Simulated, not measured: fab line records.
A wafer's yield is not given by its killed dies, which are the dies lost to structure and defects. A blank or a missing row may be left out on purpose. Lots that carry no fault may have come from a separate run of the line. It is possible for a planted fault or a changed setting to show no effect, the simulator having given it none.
Split-lot experiment -- flow ritCmos -- route with 202 steps; 5 lots, 23 wafers read

== THE SPLIT ==
At RIT_GATE_OXIDATION_05 (target thk 3 nm, ox time 270 s), the setting tempC was moved away from the recipe's 900 C on 5 of the 23 wafers read, by +1.6%. For the rest of the wafers, this setting stayed at what the recipe calls for.

== FROM THE SPLIT TO THE READING: what the file shows between them, 11 steps ==
- RIT_NLDD_COAT_01: resist thk 1000 nm (also split here: resistThkNm)
- RIT_NLDD_SOFTBAKE_02: time 60 s
- RIT_NLDD_EXPOSE_03: exposes mask M7, target cd 40700 nm
- RIT_NLDD_DEVELOP_05: develop time 50 s
- RIT_NLDD_HARDBAKE_07: time 60 s
- RIT_PLDD_COAT_01: resist thk 1000 nm (also split here: resistThkNm)
- RIT_PLDD_SOFTBAKE_02: time 60 s
- RIT_PLDD_EXPOSE_03: exposes mask M8, target cd 40900 nm
- RIT_PLDD_DEVELOP_05: develop time 50 s
- RIT_PLDD_HARDBAKE_07: time 60 s
- RIT_PLDD_IMPLANT_08 (also split here: energyKev)

== THE READING ==
etest.nmos_0p3.rOnOhmUm (the simulator's own value, which no gauge read), at RIT_M1_PROBE_99. The file does not state a usual value for it. The 18 wafers here that ran the recipe average 2143, standard deviation 26.

wafer,"tool, chamber at the split","tempC as run, C",against the recipe,etest.nmos_0p3.rOnOhmUm,against lot-mates on the recipe
L074.1,"-, -",900,recipe,2083,-
L074.2,"-, -",900,recipe,2145,-
L074.3,"-, -",900,recipe,2124,-
L074.4,"-, -",900,recipe,2137,-
L074.6,"-, -",900,recipe,2117,-
L078.1,"-, -",914.1,+1.6%,2451,no lot-mate on the recipe
L078.2,"-, -",914.1,+1.6%,2499,no lot-mate on the recipe
L078.4,"-, -",914.1,+1.6%,2484,no lot-mate on the recipe
L078.5,"-, -",914.1,+1.6%,2445,no lot-mate on the recipe
L078.6,"-, -",914.1,+1.6%,2408,no lot-mate on the recipe
L081.2,"furnace-01, 0",900,recipe,2186,-
L081.3,"furnace-01, 0",900,recipe,2155,-
L081.6,"furnace-01, 0",900,recipe,2199,-
L082.1,"-, -",900,recipe,2132,-
L082.3,"-, -",900,recipe,2122,-
L082.4,"-, -",900,recipe,2141,-
L082.5,"-, -",900,recipe,2141,-
L082.6,"-, -",900,recipe,2114,-
L085.1,"-, -",900,recipe,2154,-
L085.2,"-, -",900,recipe,2156,-
L085.4,"-, -",900,recipe,2173,-
L085.5,"-, -",900,recipe,2148,-
L085.6,"-, -",900,recipe,2148,-

THE FIT
A straight line over all 23 wafers: etest.nmos_0p3.rOnOhmUm changes by +201 for each +1% of tempC; r = +0.98; the points scatter about the line by 29.
Too few moved wafers with a lot-mate on the recipe to fit a line net of each lot's own level.

== THE WHOLE CHAIN: every reading that the file lists as answering this split, in the file's order ==
step,what it does,reading,change (the file's fit),r (the file's)
RIT_M1_PROBE_99,,"etest.pmos_0p3.rOnOhmUm (the simulator's own value, which no gauge read)",+794 for each +1% of the setting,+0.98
RIT_M1_PROBE_99,,"etest.nmos_0p3.rOnOhmUm (the simulator's own value, which no gauge read)",+201 for each +1% of the setting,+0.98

== FILE'S OWN FIT ==
etest.nmos_0p3.rOnOhmUm changes by +201 for each +1% of tempC, r = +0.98.
